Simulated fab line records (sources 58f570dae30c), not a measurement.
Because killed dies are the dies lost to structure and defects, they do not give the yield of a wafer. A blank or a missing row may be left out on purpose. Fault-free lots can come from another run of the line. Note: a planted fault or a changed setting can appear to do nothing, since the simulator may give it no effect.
fab line records    flow berkeley_cmos170    part 1 of 2: steps 1 to 24 of 32
[record] lots = 5  wafers = 15  last_day = 13
route steps=331 shown NWELL@23 PWELL@34
lots that met no fault: from a run of the same line without faults
start_h: the number of hours between the record's first day and the start of the first shown wafer of the lot    wait_h: hours since the lot's step before    " same as the row above    L1.1+2: one row covering several wafers at once    - either no value or no given start    * or withheld: withheld    < > ~ a bound
route shown NAME@n: a module of which the file shows steps, and the number in the route of the first    usual: mean and standard deviation over wafers with no fault    same: alike in all rows    chamber/n: place in a boat    sites: per-site readings    _std_site: the standard deviation of these    _edge_site: mean of outer sites minus mean of inner sites    radius_mm: how far each site lies from the wafer's centre    mask NAME#n: copy n    behind: tool/chamber where the wafer was last shaped    hold: reason for holding the lot/hours on hold/outcome of the hold    device: names the non-switching transistor (n, p or np)    end of line: tests run on the same wafers once the route is complete    a step with no rows: only its recipe    killed: the dies lost at the first sort to structure and to defects; this is not the yield of the wafer    map: a wafer's dies, marking killed ones x, the rest . and places with no die _
set.NAME: the setting as run; set.NAME@STEP: as run at that earlier step    model.NAME: the simulator's own value behind a step, which no gauge read
lots at some steps of the route; a table a step, a row a wafer
services: the hour from which a tool's chamber was out of use, counted from the record's first day as start_h (under 0 if before that day), plus the number of hours and why
[[steps]]
[step UCB170_NWELL_EXPOSE_09]
[recipe] mask_id = NWELL  target_cd_nm = 3000  na = 0.5  sigma_outer = 0.6  source_shape = conventional  dose_mj = 25
[same] na = 0.5
lot.wafer   tool            chamber  start_h  wait_h  mask
L080.2+4+5  krf_scanner-02  0        63.37    0.1     NWELL#0
L081.1+3+5  krf_scanner-02  0        73.01    0.1     NWELL#0
L087.1+4+5  krf_scanner-01  0        95.69    0.1     NWELL#0
L090.3+4+6  krf_scanner-01  0        115.46   0.1     NWELL#0
L096.1+3+5  krf_scanner-01  0        146.73   0.3     NWELL#0
[step UCB170_NWELL_PEB_10]
[recipe] peb_temp_c = 130  peb_time_s = withheld  resist = KrF
[usual] chill_plate_temp_C = 23.02/0.1  plate_temp_C = 130.00/0.13
lot.wafer  tool            chamber  start_h  wait_h  chill_plate_temp_C  plate_temp_C
L080.2     litho_track-04  0        63.54    0.1     23.12               129.98
L080.4     "               0        "        "       23.10               130.02
L080.5     "               0        "        "       22.87               130.00
L081.1     litho_track-02  0        73.19    0.2     22.84               129.93
L081.3     "               0        "        "       22.93               129.88
L081.5     "               0        "        "       22.78               130.10
L087.1     litho_track-03  0        95.81    0.1     23.02               130.05
L087.4     "               0        "        "       23.01               130.01
L087.5     "               0        "        "       22.86               130.21
L090.3     litho_track-03  0        115.92   0.4     23.08               130.08
L090.4     "               0        "        "       22.90               129.90
L090.6     "               0        "        "       23.12               130.10
L096.1     litho_track-03  0        147.50   0.8     22.88               129.83
L096.3     "               0        "        "       22.92               129.92
L096.5     "               0        "        "       23.00               129.86
[step UCB170_NWELL_DEVELOP_11]
[recipe] developer = TMAH  develop_time_s = 45  resist = KrF  dev_temp_c = 21
[usual] chill_plate_temp_C = 23.00/0.099
lot.wafer  tool            chamber  start_h  wait_h  chill_plate_temp_C
L080.2     litho_track-04  0        -        -       22.97
L080.4     "               0        "        "       22.98
L080.5     "               0        "        "       23.00
L081.1     litho_track-02  0        -        -       23.07
L081.3     "               0        "        "       22.98
L081.5     "               0        "        "       23.01
L087.1     litho_track-03  0        -        -       23.05
L087.4     "               0        "        "       22.99
L087.5     "               0        "        "       22.95
L090.3     litho_track-03  0        -        -       23.00
L090.4     "               0        "        "       23.18
L090.6     "               0        "        "       23.05
L096.1     litho_track-03  0        -        -       22.97
L096.3     "               0        "        "       23.02
L096.5     "               0        "        "       22.97
[step UCB170_NWELL_OVL_MEAS_12]
[usual] NWELL_OVL = -3/6.5
lot.wafer  tool        chamber  start_h  wait_h  NWELL_OVL[nm]
L080.2     overlay-01  -        63.79    -       -2
L080.4     "           -        "        "       -1
L080.5     "           -        "        "       -16
L081.1     overlay-02  -        73.47    -       -7
L081.3     "           -        "        "       -2
L081.5     "           -        "        "       -10
L087.1     overlay-02  -        96.08    -       8
L087.4     "           -        "        "       8
L087.5     "           -        "        "       0
L090.3     overlay-01  -        116.15   -       -4
L090.4     "           -        "        "       -6
L090.6     "           -        "        "       -11
L096.1     overlay-01  -        147.77   -       -11
L096.3     "           -        "        "       -6
L096.5     "           -        "        "       -5
[step UCB170_NWELL_ETCH_13]
[recipe] chemistry = CH3F/Ar/O2  target = Si3N4  stop_on = SiO2  CH3F_flow_sccm = 20  Ar_flow_sccm = 50  O2_flow_sccm = 7  pressure_mtorr = 50  rf_w = 450  target_depth_a = 2464  over_etch_frac = 0.1  time_s = 154
[usual] chamber_pressure_mTorr = 50.00/0.05  drypump_motor_current_A = 5.5/0.31  oes_product_au = 0.939/0.013  throttle_valve_pct = 8.07/0.1
lot.wafer  tool         chamber  start_h  wait_h  chamber_pressure_mTorr  drypump_motor_current_A  oes_product_au  rf_hours_counter_h  throttle_valve_pct
L080.2     rie_diel-01  1        63.82    0.0     49.99                   5.7                      0.957           164                 8.05
L080.4     "            0        "        "       50.03                   4.7                      0.944           142                 8.10
L080.5     "            3        "        "       49.94                   5.5                      0.938           -                   8.04
L081.1     rie_diel-01  0        73.50    0.0     50.01                   4.7                      0.948           142                 8.09
L081.3     "            2        "        "       49.97                   5.9                      0.923           3                   8.06
L081.5     "            1        "        "       50.03                   5.6                      0.955           -                   8.05
L087.1     rie_diel-02  0        96.12    0.0     49.98                   5.4                      0.948           12                  8.08
L087.4     "            2        "        "       50.03                   5.4                      0.917           93                  8.02
L087.5     "            3        "        "       49.96                   6.0                      0.936           -                   8.00
L090.3     rie_diel-02  0        116.18   0.0     49.87                   5.4                      0.942           13                  8.08
L090.4     "            0        "        "       50.02                   5.4                      0.945           -                   8.08
L090.6     "            2        "        "       49.95                   5.4                      0.917           -                   8.03
L096.1     rie_diel-02  3        147.81   0.0     49.98                   6.0                      0.920           0                   8.00
L096.3     "            1        "        "       50.01                   5.6                      0.936           137                 8.13
L096.5     "            3        "        "       50.04                   6.0                      0.930           -                   8.02
[step UCB170_NWELL_IMPLANT_14]
[recipe] species = P  dose_cm2 = 1e+13  energy_kev = 150  tilt_deg = 7
[usual] end_station_pressure_torr = 5.03e-06/2.8e-07
lot.wafer  tool          chamber  start_h  wait_h  end_station_pressure_torr
L080.2     implanter-03  0        63.95    0.1     5.28e-06
L080.4     "             0        "        "       5.39e-06
L080.5     "             0        "        "       4.88e-06
L081.1     implanter-01  0        73.61    0.1     5.35e-06
L081.3     "             0        "        "       4.64e-06
L081.5     "             0        "        "       5.39e-06
L087.1     implanter-01  0        96.22    0.1     4.7e-06
L087.4     "             0        "        "       4.83e-06
L087.5     "             0        "        "       5.04e-06
L090.3     implanter-03  0        116.33   0.1     4.87e-06
L090.4     "             0        "        "       5.21e-06
L090.6     "             0        "        "       5.04e-06
L096.1     implanter-01  0        147.91   0.1     5.24e-06
L096.3     "             0        "        "       5.09e-06
L096.5     "             0        "        "       5.29e-06
[step UCB170_NWELL_STRIP_15]
[recipe] chemistry = O2  power_w = 400  pressure_mtorr = 3500  platen_temp_c = withheld  o2_flow_sccm = 400  overash_fraction = 0.5
[usual] chamber_pressure_mTorr = 3500/3.3  drypump_motor_current_A = 6.02/0.2  o2_flow_sccm = 399.8/1.2  oes_product_au = 0.721/0.0049  strip_time_to_endpoint_s = 18.02/0.077
lot.wafer  tool             chamber  start_h  wait_h  chamber_pressure_mTorr  drypump_motor_current_A  o2_flow_sccm  oes_product_au  rf_hours_counter_h  strip_time_to_endpoint_s
L080.2     plasma_asher-04  0        64.07    0.1     3501                    6.36                     398.9         0.720           31                  18.17
L080.4     "                1        "        "       3498                    5.71                     397.9         0.717           -                   18.01
L080.5     "                0        "        "       3503                    6.35                     399.1         0.721           -                   18.20
L081.1     plasma_asher-01  0        73.76    0.1     3495                    5.95                     400.0         0.718           34                  17.99
L081.3     "                0        "        "       3499                    5.91                     399.6         0.723           -                   17.96
L081.5     "                0        "        "       3497                    5.91                     400.7         0.728           -                   18.09
L087.1     plasma_asher-04  0        96.37    0.1     3500                    6.36                     400.7         0.715           34                  18.15
L087.4     "                0        "        "       3497                    6.32                     401.5         0.729           -                   18.03
L087.5     "                0        "        "       3498                    6.36                     398.9         0.726           -                   18.03
L090.3     plasma_asher-04  1        116.46   0.1     3504                    5.73                     401.2         0.736           -                   18.11
L090.4     "                0        "        "       3498                    6.32                     401.9         0.722           -                   18.06
L090.6     "                1        "        "       3510                    5.67                     399.9         0.721           -                   18.00
L096.1     plasma_asher-03  0        148.06   0.1     3506                    5.95                     399.8         0.721           38                  17.98
L096.3     "                0        "        "       3497                    5.96                     400.4         0.725           -                   17.90
L096.5     "                0        "        "       3506                    5.98                     399.6         0.725           -                   18.00
[step UCB170_NWELL_TW_MEAS_16]
[usual] NWELL_TW = 1254/9.4
lot.wafer  tool           chamber  start_h  wait_h  NWELL_TW
L080.2     film_metro-02  -        64.18    0.1     1255
L080.4     "              -        "        "       1258
L080.5     "              -        "        "       1257
L081.1     film_metro-02  -        73.86    0.1     1247
L081.3     "              -        "        "       1249
L081.5     "              -        "        "       1251
L087.1     film_metro-01  -        96.47    0.1     1258
L087.4     "              -        "        "       1267
L087.5     "              -        "        "       1270
L090.3     film_metro-02  -        116.55   0.1     1264
L090.4     "              -        "        "       1260
L090.6     "              -        "        "       1269
L096.1     film_metro-02  -        148.16   0.1     1254
L096.3     "              -        "        "       1261
L096.5     "              -        "        "       1254
[step UCB170_NWELL_CLEAN_17]
[recipe] chemistry = SPM  temp_c = 120  time_s = 600
[usual] temp_c = 120.01/0.14
lot.wafer  tool          chamber  start_h  wait_h  temp_c
L080.2     wet_bench-04  0        64.29    0.1     120.42
L080.4     "             0        "        "       120.22
L080.5     "             0        "        "       120.03
L081.1     wet_bench-04  2        73.92    0.1     119.93
L081.3     "             2        "        "       119.95
L081.5     "             2        "        "       119.93
L087.1     wet_bench-04  1        96.53    0.1     119.95
L087.4     "             1        "        "       119.78
L087.5     "             1        "        "       119.92
L090.3     wet_bench-02  3        116.59   0.0     120.09
L090.4     "             3        "        "       120.04
L090.6     "             3        "        "       120.09
L096.1     wet_bench-04  0        148.23   0.1     120.02
L096.3     "             0        "        "       120.06
L096.5     "             0        "        "       120.09
[step UCB170_NWELL_WET_ETCH_18]
[recipe] chemistry = H3PO4  target = Si3N4  temp_c = 160  time_s = 14400
[usual] temp_c = 160.02/0.16
lot.wafer  tool          chamber  start_h  wait_h  temp_c
L080.2     wet_bench-04  3        64.47    0.0     160.14
L080.4     "             3        "        "       159.99
L080.5     "             3        "        "       160.18
L081.1     wet_bench-02  2        74.09    0.0     160.17
L081.3     "             2        "        "       159.74
L081.5     "             2        "        "       160.11
L087.1     wet_bench-04  0        96.72    0.0     160.02
L087.4     "             0        "        "       159.86
L087.5     "             0        "        "       159.82
L090.3     wet_bench-02  1        116.76   0.0     159.92
L090.4     "             1        "        "       159.91
L090.6     "             1        "        "       159.93
L096.1     wet_bench-04  2        148.58   0.2     160.08
L096.3     "             2        "        "       160.20
L096.5     "             2        "        "       160.00
[step UCB170_NWELL_WET_ETCH_19]
[recipe] chemistry = BOE  dilution = 5:1  target = SiO2  temp_c = 25  time_s = 22
[usual] temp_c = 25.02/0.11
lot.wafer  tool          chamber  start_h  wait_h  temp_c
L080.2     wet_bench-02  0        68.48    0.0     25.12
L080.4     "             0        "        "       25.08
L080.5     "             0        "        "       25.10
L081.1     wet_bench-04  0        78.45    0.3     24.86
L081.3     "             0        "        "       24.86
L081.5     "             0        "        "       24.98
L087.1     wet_bench-03  3        101.09   0.0     24.93
L087.4     "             3        "        "       24.86
L087.5     "             3        "        "       24.92
L090.3     wet_bench-04  3        120.77   0.0     25.12
L090.4     "             3        "        "       25.12
L090.6     "             3        "        "       25.09
L096.1     wet_bench-04  1        153.36   0.8     25.07
L096.3     "             1        "        "       24.90
L096.5     "             1        "        "       25.16
[step UCB170_PWELL_CLEAN_00]
[recipe] chemistry = SPM  temp_c = 120  time_s = 600
[usual] temp_c = 119.99/0.13
lot.wafer  tool          chamber  start_h  wait_h  temp_c
L080.2     wet_bench-04  0        68.49    0.0     119.97
L080.4     "             0        "        "       119.98
L080.5     "             0        "        "       120.01
L081.1     wet_bench-02  3        78.49    0.0     120.03
L081.3     "             3        "        "       119.91
L081.5     "             3        "        "       119.86
L087.1     wet_bench-04  3        101.11   0.0     119.97
L087.4     "             3        "        "       120.04
L087.5     "             3        "        "       119.87
L090.3     wet_bench-02  3        120.79   0.0     119.98
L090.4     "             3        "        "       119.99
L090.6     "             3        "        "       120.15
L096.1     wet_bench-04  0        153.40   0.0     120.06
L096.3     "             0        "        "       120.10
L096.5     "             0        "        "       120.12
[step UCB170_PWELL_CLEAN_01]
[recipe] chemistry = dHF  dilution = 25:1  time_s = 60
lot.wafer   tool          chamber  start_h  wait_h
L080.2+4+5  wet_bench-02  2        68.67    0.0
L081.1+3+5  wet_bench-03  1        78.78    0.1
L087.1+4+5  wet_bench-03  3        101.28   0.0
L090.3+4+6  wet_bench-04  0        120.96   0.0
L096.1+3+5  wet_bench-04  1        153.59   0.0
[step UCB170_PWELL_OXIDATION_02]
[recipe] temp_c = 1000  ambient = O2  target_thk_a = 264  ox_time_s = 1260
[usual] spike_tc_centre_C = 1002.6/1.4  tube_center_temp_C = 1000/0.092
lot.wafer  tool        chamber  start_h  wait_h  spike_tc_centre_C  tube_center_temp_C
L080.2     furnace-04  0        72.03    3.3     1003.8             1000.1
L080.4     "           0        "        "       1002.2             999.89
L080.5     "           0        "        "       1002.4             1000
L081.1     furnace-02  0        80.40    1.6     1002.6             1000
L081.3     "           0        "        "       1000.3             999.93
L081.5     "           0        "        "       1001.5             1000
L087.1     furnace-01  0        104.73   3.4     1004.3             1000
L087.4     "           0        "        "       1004.7             999.99
L087.5     "           0        "        "       1004.4             999.94
L090.3     furnace-04  0        126.93   5.9     1004.0             1000.2
L090.4     "           0        "        "       1003.3             1000
L090.6     "           0        "        "       1005.1             1000.1
L096.1     furnace-04  0        156.50   2.9     1004.3             1000
L096.3     "           0        "        "       1004.0             999.84
L096.5     "           0        "        "       1006.0             1000.2
[step UCB170_PWELL_THK_MEAS_03]
[recipe] reads = SiO2_of_PWELL_OXIDATION_02
[usual] PWELL_OXIDE_THK = 26.3/0.55
lot.wafer  tool           chamber  start_h  wait_h  PWELL_OXIDE_THK[nm]
L080.2     film_metro-02  -        73.39    0.0     26.0
L080.4     "              -        "        "       26.2
L080.5     "              -        "        "       26.1
L081.1     film_metro-03  -        81.75    0.0     26.9
L081.3     "              -        "        "       26.6
L081.5     "              -        "        "       26.8
L087.1     film_metro-04  -        106.08   0.0     27.0
L087.4     "              -        "        "       27.0
L087.5     "              -        "        "       27.0
L090.3     film_metro-04  -        128.30   0.0     26.5
L090.4     "              -        "        "       26.4
L090.6     "              -        "        "       26.6
L096.1     film_metro-03  -        157.89   0.0     25.7
L096.3     "              -        "        "       26.1
L096.5     "              -        "        "       25.7
[step UCB170_PWELL_ANNEAL_04]
[recipe] temp_c = 1000  time_s = 900  ambient = N2
[usual] spike_tc_centre_C = 1002.4/1.6  tube_center_temp_C = 999.99/0.089
lot.wafer  tool        chamber  start_h  wait_h  spike_tc_centre_C  tube_center_temp_C
L080.2     furnace-04  0        76.38    3.0     1004.5             999.83
L080.4     "           0        "        "       1004.8             999.87
L080.5     "           0        "        "       1003.8             1000
L081.1     furnace-02  0        84.50    2.7     1000.8             1000
L081.3     "           0        "        "       1000.9             1000
L081.5     "           0        "        "       1000.0             1000.2
L087.1     furnace-01  0        110.18   4.1     1004.9             999.97
L087.4     "           0        "        "       1002.2             999.97
L087.5     "           0        "        "       1003.9             1000.1
L090.3     furnace-02  0        135.07   6.8     1002.1             1000.1
L090.4     "           0        "        "       1002.0             999.87
L090.6     "           0        "        "       999.6              999.97
L096.1     furnace-02  0        162.38   4.5     1001.2             999.94
L096.3     "           0        "        "       1001.5             1000
L096.5     "           0        "        "       1002.2             999.94
[step UCB170_PWELL_CVD_05]
[recipe] material = Si3N4  target_thk_nm = 220  temp_c = 800  precursor = SiH2Cl2/NH3  time_s = 3300  pressure_mtorr = 200  sih2cl2_flow_sccm = 25  nh3_flow_sccm = 75
[usual] sih2cl2_flow_sccm = 25.01/0.071  spike_tc_centre_C = 802.4/1.3
lot.wafer  tool      chamber  start_h  wait_h  sih2cl2_flow_sccm  spike_tc_centre_C
L080.2     lpcvd-01  1        77.69    0.1     24.98              803.0
L080.4     "         1        "        "       25.00              801.5
L080.5     "         1        "        "       24.99              801.8
L081.1     lpcvd-02  1        85.75    0.0     25.02              802.5
L081.3     "         1        "        "       25.03              801.8
L081.5     "         1        "        "       24.93              802.1
L087.1     lpcvd-02  1        111.43   0.0     24.99              801.4
L087.4     "         1        "        "       25.11              800.5
L087.5     "         1        "        "       24.96              802.1
L090.3     lpcvd-02  0        136.32   0.0     25.07              802.0
L090.4     "         0        "        "       25.10              803.4
L090.6     "         0        "        "       25.00              801.1
L096.1     lpcvd-02  1        163.63   0.0     24.84              800.8
L096.3     "         1        "        "       24.99              800.2
L096.5     "         1        "        "       24.95              800.9
[step UCB170_PWELL_THK_MEAS_06]
[recipe] reads = Si3N4_of_PWELL_CVD_05
[usual] PWELL_NITRIDE_THK = 220.2/1.9
lot.wafer  tool           chamber  start_h  wait_h  PWELL_NITRIDE_THK[nm]
L080.2     film_metro-02  -        79.62    0.0     218.4
L080.4     "              -        "        "       220.9
L080.5     "              -        "        "       221.2
L081.1     film_metro-04  -        87.67    0.0     223.2
L081.3     "              -        "        "       221.6
L081.5     "              -        "        "       223.7
L087.1     film_metro-02  -        113.35   0.0     222.9
L087.4     "              -        "        "       221.5
L087.5     "              -        "        "       222.1
L090.3     film_metro-04  -        138.25   0.0     217.8
L090.4     "              -        "        "       219.1
L090.6     "              -        "        "       220.9
L096.1     film_metro-04  -        165.55   0.0     219.3
L096.3     "              -        "        "       222.0
L096.5     "              -        "        "       221.0
[step UCB170_PWELL_HMDS_07]
[recipe] prime_time_s = 60  prime_temp_c = 100
[usual] chill_plate_temp_C = 22.99/0.1
lot.wafer  tool            chamber  start_h  wait_h  chill_plate_temp_C
L080.2     litho_track-02  0        80.02    0.4     22.86
L080.4     "               0        "        "       23.00
L080.5     "               0        "        "       22.96
L081.1     litho_track-01  0        88.39    0.7     23.08
L081.3     "               0        "        "       23.12
L081.5     "               0        "        "       22.99
L087.1     litho_track-03  0        113.56   0.2     23.07
L087.4     "               0        "        "       23.21
L087.5     "               0        "        "       23.06
L090.3     litho_track-01  0        138.34   0.1     22.99
L090.4     "               0        "        "       23.00
L090.6     "               0        "        "       23.01
L096.1     litho_track-01  0        165.95   0.4     22.98
L096.3     "               0        "        "       23.08
L096.5     "               0        "        "       22.84
[step UCB170_PWELL_COAT_08]
[recipe] resist = KrF  spin_rpm = 1500  resist_thk_nm = 900
[usual] chill_plate_temp_C = 22.98/0.097
lot.wafer  tool            chamber  start_h  wait_h  chill_plate_temp_C
L080.2     litho_track-02  0        80.17    0.1     23.03
L080.4     "               0        "        "       22.99
L080.5     "               0        "        "       23.09
L081.1     litho_track-01  0        88.54    0.1     22.90
L081.3     "               0        "        "       22.88
L081.5     "               0        "        "       22.92
L087.1     litho_track-03  0        113.71   0.1     23.08
L087.4     "               0        "        "       22.89
L087.5     "               0        "        "       23.01
L090.3     litho_track-01  0        138.49   0.1     23.09
L090.4     "               0        "        "       22.96
L090.6     "               0        "        "       23.01
L096.1     litho_track-01  0        166.10   0.1     23.01
L096.3     "               0        "        "       22.94
L096.5     "               0        "        "       22.95
[step UCB170_PWELL_SOFTBAKE_09]
[recipe] resist = KrF  temp_c = 130  time_s = 60
[usual] chill_plate_temp_C = 22.99/0.11  plate_temp_C = 130.02/0.16
lot.wafer  tool            chamber  start_h  wait_h  chill_plate_temp_C  plate_temp_C
L080.2     litho_track-02  0        80.32    0.1     22.98               130.31
L080.4     "               0        "        "       23.03               130.02
L080.5     "               0        "        "       23.09               129.97
L081.1     litho_track-01  0        88.69    0.1     23.24               130.04
L081.3     "               0        "        "       22.96               130.25
L081.5     "               0        "        "       22.92               130.07
L087.1     litho_track-03  0        113.86   0.1     23.05               129.88
L087.4     "               0        "        "       23.01               129.94
L087.5     "               0        "        "       23.14               129.95
L090.3     litho_track-01  0        138.64   0.1     23.05               130.00
L090.4     "               0        "        "       22.97               130.18
L090.6     "               0        "        "       22.92               130.01
L096.1     litho_track-01  0        166.25   0.1     22.86               129.89
L096.3     "               0        "        "       22.70               130.07
L096.5     "               0        "        "       22.88               129.99
[step UCB170_PWELL_EXPOSE_10]
[recipe] mask_id = PWELL  target_cd_nm = 3000  na = 0.5  sigma_outer = 0.6  source_shape = conventional  dose_mj = 19
[same] na = 0.5
lot.wafer   tool            chamber  start_h  wait_h  mask
L080.2+4+5  krf_scanner-02  0        80.47    0.1     PWELL#0
L081.1+3+5  krf_scanner-01  0        -        -       PWELL#0
L087.1+4+5  krf_scanner-01  0        114.13   0.2     PWELL#0
L090.3+4+6  krf_scanner-02  0        138.78   0.1     PWELL#0
L096.1+3+5  krf_scanner-02  0        166.54   0.3     PWELL#0
[step UCB170_PWELL_PEB_11]
[recipe] peb_temp_c = 130  peb_time_s = withheld  resist = KrF
[usual] chill_plate_temp_C = 23.01/0.11  plate_temp_C = 130.02/0.15
lot.wafer  tool            chamber  start_h  wait_h  chill_plate_temp_C  plate_temp_C
L080.2     litho_track-03  0        80.80    0.3     23.22               130.15
L080.4     "               0        "        "       22.88               130.25
L080.5     "               0        "        "       23.02               130.03
L081.1     litho_track-02  0        -        -       22.94               129.90
L081.3     "               0        "        "       23.13               129.74
L081.5     "               0        "        "       23.05               130.08
L087.1     litho_track-03  0        114.69   0.5     23.07               129.94
L087.4     "               0        "        "       23.08               129.96
L087.5     "               0        "        "       23.21               130.28
L090.3     litho_track-03  0        138.91   0.1     22.98               130.25
L090.4     "               0        "        "       22.91               130.18
L090.6     "               0        "        "       23.18               130.18
L096.1     litho_track-02  0        167.41   0.8     23.00               129.94
L096.3     "               0        "        "       22.90               130.04
L096.5     "               0        "        "       22.89               130.01
[step UCB170_PWELL_DEVELOP_12]
[recipe] developer = TMAH  develop_time_s = 45  resist = KrF  dev_temp_c = 21
[usual] chill_plate_temp_C = 23.00/0.094
lot.wafer  tool            chamber  start_h  wait_h  chill_plate_temp_C
L080.2     litho_track-03  0        -        -       22.90
L080.4     "               0        "        "       23.06
L080.5     "               0        "        "       22.97
L081.1     litho_track-02  0        -        -       22.96
L081.3     "               0        "        "       22.87
L081.5     "               0        "        "       22.97
L087.1     litho_track-03  0        -        -       22.92
L087.4     "               0        "        "       22.88
L087.5     "               0        "        "       22.92
L090.3     litho_track-03  0        -        -       23.03
L090.4     "               0        "        "       23.25
L090.6     "               0        "        "       23.10
L096.1     litho_track-02  0        -        -       22.95
L096.3     "               0        "        "       23.05
L096.5     "               0        "        "       22.98
